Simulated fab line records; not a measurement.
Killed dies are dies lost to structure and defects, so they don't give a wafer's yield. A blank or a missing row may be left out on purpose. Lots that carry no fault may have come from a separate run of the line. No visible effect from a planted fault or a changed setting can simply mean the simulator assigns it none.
Problem report in the 8D (eight disciplines) form, filled by code :: flow berkeley cmos170 :: the parts of the form that need people (team, actions taken, sign-off) are left out

## 1. THE PROBLEM
Wafers with no fault read 494.9 W with a standard deviation of 1.7, whereas rf fwd power W at UCB170_M1_ETCH_11 reads a mean of 415.2 W on 1 wafer of 1 lot. That puts it -47 standard deviations away from the usual mean.
The step: etches BARC in N2/H2.
The first sign was on wafer L514.4 at day 11 09:41, on rie diel-01. At this step, 39 wafers from 13 lots have a number in the record. By rule, "out" or "out of limits" means more than 4 standard deviations away from the usual mean. The rest of the wafers with a number are treated as sound.

## 2. WHAT IT IS AND WHAT IT IS NOT
question: which readings at this step
is: rf fwd power W, oes product au
is not: chamber pressure mTorr, drypump motor current A, throttle valve pct

question: which lots
is: L514
is not: L500, L501, L502, L504, L505, L506, L507, L517, L518, L521, L522, L523

question: which wafers of those lots
is: L514.4
is not: L514.3, L514.5

question: read on which tools
is: rie diel-01
is not: rie diel-03, rie diel-04

question: when
is: from day 11 09:41
is not: up to then (26 sound wafers); but 12 sound wafers of L518, L521, L522, L523 came after

## 3. THE SUSPECTS, EACH WITH WHAT RULES IT OUT
Counting: any tool at a process step up to the reading remains a suspect provided it ran every lot that is out. Sound lots after the first of them don't rule it out here, since some wafers of a struck lot are sound.
- rie diel-01 at UCB170_M1_ETCH_11 (etches BARC in N2/H2): kept. It processed L514, the lot that is out, at day 11 09:41, and its most recent sound lot before then was L507 at day 9 09:13. Out on those wafers are its own readings of oes product au, rf fwd power W.
- rie diel-01, UCB170_M1_ETCH_11: wafers that are out in chamber 2, sound lot-mates in chambers 1, 3.
After counting, what remains is rie diel-01 at UCB170_M1_ETCH_11.

## 4. THE CAUSE (what the simulator had put in)
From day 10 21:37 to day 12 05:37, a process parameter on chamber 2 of rie diel-01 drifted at UCB170_M1_ETCH_11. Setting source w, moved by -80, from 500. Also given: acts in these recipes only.
Only this tool survived the counting.

## 5. THE CHAIN OF EFFECTS, in route order
Each row: a reading where the mean over the struck wafers with a number is more than 3 standard deviations away from the usual. Only readings whose record carries a usual standard deviation are examined. hours: median over the lots of the time between each lot's start at the first step of this table that gives one and its start at this step. sigmas: the change, counted in usual standard deviations.
hours: 0
step: UCB170_M1_ETCH_11
reading: oes product au
usual: 1.002 a.u.
on struck wafers: 0.920
change: -0.082
sigmas: -4.6

hours: 0
step: UCB170_M1_ETCH_11
reading: rf fwd power W
usual: 494.9 W
on struck wafers: 415.2
change: -79.7
sigmas: -47
It contains these process steps:
- UCB170_M1_ETCH_11: etches BARC in N2/H2.

## 6. WHAT WOULD HAVE CAUGHT IT SOONER
The fault began at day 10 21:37; the first out-of-limits reading in this record came at day 11 09:41, 12 hours later.
